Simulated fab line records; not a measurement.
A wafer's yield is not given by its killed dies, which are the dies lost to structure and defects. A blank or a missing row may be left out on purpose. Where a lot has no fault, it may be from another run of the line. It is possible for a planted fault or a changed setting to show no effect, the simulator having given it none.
fab line records	flow berkeley_cmos170
record: lots: 14	wafers: 42	last_day: 11
route steps=331 shown SDANNEAL@205 V1@270 M3@314
lots that met no fault: from a run of the same line without faults
start_h: hours from the record's opening day to when the first of the lot's shown wafers began	wait_h: hours elapsed since this lot's preceding step	" same as the row above	L1.1+2: a row that stands for several wafers	- no value present, or no start provided	* or withheld: withheld	< > ~ a bound
route shown NAME@n: NAME is a module with steps in the file, n the number in the route of the first one	usual: mean/standard deviation of fault-free wafers	same: alike in all rows	chamber/n: place in a boat	sites: the reading at each site	_std_site: how widely they spread, as a standard deviation	_edge_site: the outer-site mean with the inner-site mean subtracted	radius_mm: how far each site lies from the wafer's centre	mask NAME#n: copy n	behind: the last tool/chamber to shape the wafer	hold: why the lot was held/for how many hours/how that ended	device: transistor that didn't switch, given as n, p or np	end of line: tests of these same wafers at the route's end	a step without rows: its recipe alone	killed: count of dies lost to structure and defects at first sort (not the wafer's yield)	map: dies across one wafer; x = killed, . = not, _ = none there
set.NAME: the setting that was run; set.NAME@STEP: the one run at that earlier step	model.NAME: the simulator's own value behind a step, which no gauge read
steps of the route over a sample of lots; a table a step, a row a wafer
services: the hour from which a tool's chamber was out of use, counted from the record's first day as start_h (under 0 if before that day), plus the number of hours and why
== steps ==
step: UCB170_SDANNEAL_RTA_01
recipe: temp_c: 1050	time_s: 5	ambient: N2
usual: lamp_power_pct: 43/3.1	wafer_temp_C_max: 1054.5/1.1
lot.wafer	tool	chamber	start_h	wait_h	lamp_power_pct	wafer_temp_C_max
L103.1	rtp_anneal-01	0	151.13	0.1	46	1054.9
L103.3	"	0	"	"	46	1055.5
L103.6	"	0	"	"	46	1053.8
L104.2	rtp_anneal-01	0	151.59	0.1	46	1053.8
L104.5	"	0	"	"	46	1056.4
L104.6	"	0	"	"	46	1054.3
L105.2	rtp_anneal-01	0	151.76	0.1	46	1053.4
L105.4	"	0	"	"	46	1053.9
L105.5	"	0	"	"	46	1053.1
L109.2	rtp_anneal-01	0	175.52	0.1	46	1056.3
L109.4	"	0	"	"	46	1053.4
L109.6	"	0	"	"	46	1054.8
L110.2	rtp_anneal-02	0	175.52	0.1	39	1053.1
L110.3	"	0	"	"	39	1052.7
L110.4	"	0	"	"	39	1053.0
L116.3	rtp_anneal-02	0	213.50	0.1	39	1054.8
L116.5	"	0	"	"	40	1053.1
L116.6	"	0	"	"	40	1053.5
L115.2	rtp_anneal-02	0	214.24	0.1	39	1054.4
L115.3	"	0	"	"	39	1054.8
L115.4	"	0	"	"	39	1054.0
L117.3	rtp_anneal-01	0	214.72	0.1	46	1055.0
L117.4	"	0	"	"	46	1055.3
L117.6	"	0	"	"	46	1054.8
L119.3	rtp_anneal-01	0	225.83	0.1	46	1055.3
L119.4	"	0	"	"	46	1056.2
L119.6	"	0	"	"	46	1055.9
L120.1	rtp_anneal-02	0	232.00	0.1	39	1054.1
L120.4	"	0	"	"	39	1054.3
L120.5	"	0	"	"	40	1055.4
L122.4	rtp_anneal-01	0	232.26	0.1	46	1054.7
L122.5	"	0	"	"	46	1057.3
L122.6	"	0	"	"	46	1054.4
L124.3	rtp_anneal-02	0	249.98	0.1	39	1054.2
L124.5	"	0	"	"	39	1052.9
L124.6	"	0	"	"	39	1052.7
L123.2	rtp_anneal-01	0	250.03	0.1	46	1054.9
L123.4	"	0	"	"	46	1057.9
L123.5	"	0	"	"	46	1054.9
L125.1	rtp_anneal-02	0	250.19	0.1	39	1054.0
L125.2	"	0	"	"	39	1052.9
L125.4	"	0	"	"	39	1054.5
step: UCB170_V1_CD_MEAS_90
recipe: target_cd_nm: 700
usual: cd_nm: 700.0/1.4
lot.wafer	tool	chamber	start_h	wait_h	cd_nm
L103.1	cd_sem-01	-	166.78	0.1	700.7
L103.3	"	-	"	"	699.2
L103.6	"	-	"	"	699.6
L104.2	cd_sem-02	-	166.90	0.1	700.5
L104.5	"	-	"	"	699.5
L104.6	"	-	"	"	698.8
L105.2	cd_sem-01	-	167.52	0.1	699.5
L105.4	"	-	"	"	700.1
L105.5	"	-	"	"	699.0
L110.2	cd_sem-02	-	192.63	0.1	700.2
L110.3	"	-	"	"	698.2
L110.4	"	-	"	"	701.3
L109.2	cd_sem-02	-	192.98	0.1	700.8
L109.4	"	-	"	"	702.3
L109.6	"	-	"	"	699.4
L116.3	cd_sem-02	-	234.48	0.1	703.0
L116.5	"	-	"	"	703.2
L116.6	"	-	"	"	702.4
L117.3	cd_sem-01	-	235.38	0.1	701.1
L117.4	"	-	"	"	701.3
L117.6	"	-	"	"	699.5
L115.2	cd_sem-01	-	235.90	0.1	700.2
L115.3	"	-	"	"	699.6
L115.4	"	-	"	"	698.2
L119.3	cd_sem-02	-	241.70	0.1	697.9
L119.4	"	-	"	"	699.3
L119.6	"	-	"	"	698.0
L120.1	cd_sem-01	-	248.95	0.1	700.7
L120.4	"	-	"	"	698.8
L120.5	"	-	"	"	701.0
L122.4	cd_sem-02	-	249.24	0.1	701.6
L122.5	"	-	"	"	700.7
L122.6	"	-	"	"	700.6
L123.2	cd_sem-01	-	264.67	0.1	698.3
L123.4	"	-	"	"	697.6
L123.5	"	-	"	"	698.7
L125.1	cd_sem-02	-	265.31	0.1	701.2
L125.2	"	-	"	"	701.2
L125.4	"	-	"	"	700.3
L124.3	cd_sem-01	-	265.37	0.1	700.4
L124.5	"	-	"	"	700.0
L124.6	"	-	"	"	698.7
step: UCB170_M3_COAT_05
recipe: resist: KrF	spin_rpm: 1500	resist_thk_nm: 900
usual: resist_line_temp_C: 22.98/0.12	spin_speed_rpm: 1499.9/1
lot.wafer	tool	chamber	start_h	wait_h	resist_line_temp_C	spin_speed_rpm
L103.1	litho_track-03	0	173.11	0.1	23.01	1498.6
L103.3	"	0	"	"	22.98	1499.9
L103.6	"	0	"	"	23.02	1498.7
L104.2	litho_track-02	0	173.60	0.1	22.93	1498.7
L104.5	"	0	"	"	23.08	1500.9
L104.6	"	0	"	"	23.06	1499.9
L105.2	litho_track-02	0	174.78	0.1	22.93	1500.0
L105.4	"	0	"	"	22.94	1500.3
L105.5	"	0	"	"	22.92	1500.7
L110.2	litho_track-03	0	198.60	0.1	23.04	1533.1
L110.3	"	0	"	"	23.04	1532.2
L110.4	"	0	"	"	22.93	1532.0
L109.2	litho_track-03	0	199.23	0.1	22.95	1531.4
L109.4	"	0	"	"	22.80	1530.5
L109.6	"	0	"	"	22.74	1531.4
L116.3	litho_track-02	0	241.82	0.1	23.19	1501.4
L116.5	"	0	"	"	23.12	1500.0
L116.6	"	0	"	"	23.15	1501.7
L117.3	litho_track-04	0	242.76	0.1	22.87	1498.2
L117.4	"	0	"	"	22.98	1500.5
L117.6	"	0	"	"	23.06	1499.4
L115.2	litho_track-02	0	243.87	0.1	23.03	1500.5
L115.3	"	0	"	"	22.83	1501.5
L115.4	"	0	"	"	22.97	1500.4
L119.3	litho_track-02	0	249.82	0.1	22.89	1498.9
L119.4	"	0	"	"	23.00	1500.1
L119.6	"	0	"	"	22.96	1500.6
L120.1	litho_track-02	0	257.63	0.1	22.76	1501.2
L120.4	"	0	"	"	22.94	1500.9
L120.5	"	0	"	"	22.99	1500.3
L122.4	litho_track-03	0	258.03	0.1	22.84	1498.9
L122.5	"	0	"	"	22.93	1498.6
L122.6	"	0	"	"	23.00	1498.0
L123.2	litho_track-04	0	270.50	0.1	23.12	1499.5
L123.4	"	0	"	"	22.99	1501.1
L123.5	"	0	"	"	22.94	1500.3
L125.1	litho_track-02	0	270.92	0.1	23.02	1498.9
L125.2	"	0	"	"	23.09	1498.4
L125.4	"	0	"	"	23.15	1499.5
L124.3	litho_track-03	0	271.67	0.1	22.83	1498.8
L124.5	"	0	"	"	22.81	1500.0
L124.6	"	0	"	"	22.93	1500.0
step: UCB170_M3_STRIP_07
recipe: chemistry: O2	power_w: 400	pressure_mtorr: 3500	platen_temp_c: withheld	o2_flow_sccm: 400	overash_fraction: 0.5
usual: drypump_motor_current_A: 5.6/0.48	oes_product_au: 0.735/0.0045	strip_time_to_endpoint_s: 22.02/0.07
lot.wafer	tool	chamber	start_h	wait_h	drypump_motor_current_A	oes_product_au	rf_hours_counter_h	strip_time_to_endpoint_s
L103.1	plasma_asher-01	0	173.41	0.1	5.2	0.736	50	21.86
L103.3	"	1	"	"	5.6	0.738	-	21.80
L103.6	"	1	"	"	5.6	0.735	-	21.87
L104.2	plasma_asher-04	1	173.88	0.1	6.1	0.731	3	21.92
L104.5	"	0	"	"	6.4	0.738	-	22.05
L104.6	"	1	"	"	6.1	0.738	-	22.01
L105.2	plasma_asher-02	0	175.05	0.1	5.7	0.736	39	21.99
L105.4	"	0	"	"	5.7	0.739	-	22.04
L105.5	"	1	"	"	5.0	0.735	-	21.96
L110.2	plasma_asher-02	1	198.88	0.1	5.0	0.732	42	21.76
L110.3	"	0	"	"	5.7	0.732	-	21.87
L110.4	"	1	"	"	5.0	0.727	-	21.81
L109.2	plasma_asher-01	1	199.50	0.1	5.6	0.736	53	21.83
L109.4	"	0	"	"	5.1	0.728	-	21.75
L109.6	"	1	"	"	5.5	0.733	-	21.76
L116.3	plasma_asher-04	0	242.11	0.1	6.4	0.732	-	21.95
L116.5	"	1	"	"	6.1	0.735	-	21.95
L116.6	"	0	"	"	6.4	0.732	-	21.97
L117.3	plasma_asher-01	1	243.04	0.1	5.6	0.735	-	22.00
L117.4	"	0	"	"	5.2	0.743	-	21.89
L117.6	"	0	"	"	5.2	0.737	-	22.01
L115.2	plasma_asher-02	0	244.15	0.1	5.7	0.734	47	22.00
L115.3	"	0	"	"	5.7	0.725	-	21.96
L115.4	"	1	"	"	5.0	0.735	-	21.99
L119.3	plasma_asher-02	1	250.10	0.1	5.0	0.726	-	21.98
L119.4	"	0	"	"	5.7	0.731	-	21.87
L119.6	"	1	"	"	5.0	0.737	-	22.00
L120.1	plasma_asher-01	0	257.93	0.1	5.2	0.727	60	21.99
L120.4	"	1	"	"	5.5	0.736	-	21.96
L120.5	"	1	"	"	5.5	0.730	-	22.00
L122.4	plasma_asher-01	0	258.29	0.1	5.2	0.736	-	22.07
L122.5	"	0	"	"	5.2	0.737	-	21.99
L122.6	"	1	"	"	5.6	0.741	-	22.04
L123.2	plasma_asher-04	0	270.77	0.1	6.4	0.733	12	22.11
L123.4	"	1	"	"	6.1	0.741	-	22.15
L123.5	"	0	"	"	6.4	0.733	-	22.09
L125.1	plasma_asher-04	1	271.22	0.1	6.1	0.737	12	22.07
L125.2	"	0	"	"	6.4	0.729	12	22.11
L125.4	"	0	"	"	6.4	0.733	-	22.02
L124.3	plasma_asher-02	0	271.95	0.1	5.7	0.733	-	22.00
L124.5	"	1	"	"	5.0	0.726	-	21.98
L124.6	"	0	"	"	5.7	0.731	-	22.06
step: UCB170_M3_BOW_MEAS_20
recipe: mode: bow
usual: M3_BOW: 35/7.3
lot.wafer	tool	chamber	start_h	wait_h	M3_BOW[um]
L103.1	film_metro-02	-	175.29	0.1	45
L103.3	"	-	"	"	42
L103.6	"	-	"	"	31
L104.2	film_metro-01	-	176.01	0.1	46
L104.5	"	-	"	"	39
L104.6	"	-	"	"	44
L105.2	film_metro-04	-	177.23	0.1	29
L105.4	"	-	"	"	29
L105.5	"	-	"	"	32
L110.2	film_metro-01	-	201.28	0.1	24
L110.3	"	-	"	"	39
L110.4	"	-	"	"	39
L109.2	film_metro-04	-	201.59	0.1	30
L109.4	"	-	"	"	29
L109.6	"	-	"	"	38
L116.3	film_metro-01	-	244.38	0.1	21
L116.5	"	-	"	"	28
L116.6	"	-	"	"	37
L117.3	film_metro-04	-	245.93	0.1	35
L117.4	"	-	"	"	49
L117.6	"	-	"	"	34
L115.2	film_metro-02	-	246.20	0.1	41
L115.3	"	-	"	"	35
L115.4	"	-	"	"	25
L119.3	film_metro-02	-	252.42	0.1	37
L119.4	"	-	"	"	45
L119.6	"	-	"	"	31
L120.1	film_metro-01	-	259.89	0.1	39
L120.4	"	-	"	"	31
L120.5	"	-	"	"	38
L122.4	film_metro-01	-	260.25	0.2	37
L122.5	"	-	"	"	23
L122.6	"	-	"	"	24
L123.2	film_metro-01	-	272.52	0.1	42
L123.4	"	-	"	"	34
L123.5	"	-	"	"	54
L125.1	film_metro-01	-	273.25	0.1	39
L125.2	"	-	"	"	42
L125.4	"	-	"	"	52
L124.3	film_metro-04	-	274.16	0.1	27
L124.5	"	-	"	"	20
L124.6	"	-	"	"	29
== services ==
tool	chamber	start_h	hours	kind
plasma_asher-04	-	179.62	2.8	pm
plasma_asher-04	-	254.98	11.6	repair
== key ==
first_sign: step: UCB170_M3_COAT_05	reading: spin_speed_rpm	direction: up	sigmas: 31	usual: 1499.9	struck: 1531.8
effect: step: UCB170_M3_STRIP_07	reading: strip_time_to_endpoint_s	direction: down	sigmas: 3.2	usual: *	struck: *
met_at UCB170_M3_COAT_05
struck_lots L109,L110
not_acting_at UCB170_SDANNEAL_RTA_01,UCB170_V1_CD_MEAS_90,UCB170_M3_BOW_MEAS_20
onset_between 173.11 198.60
fault: kind: process_parameter_drift	tool: litho_track-03	chamber: -	onset_h: 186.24	steps: UCB170_M3_COAT_05	channel: spin_rpm	offset: 31.78	shape: step	end_h: 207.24	acts_in: these_recipes_only	stated: 1500
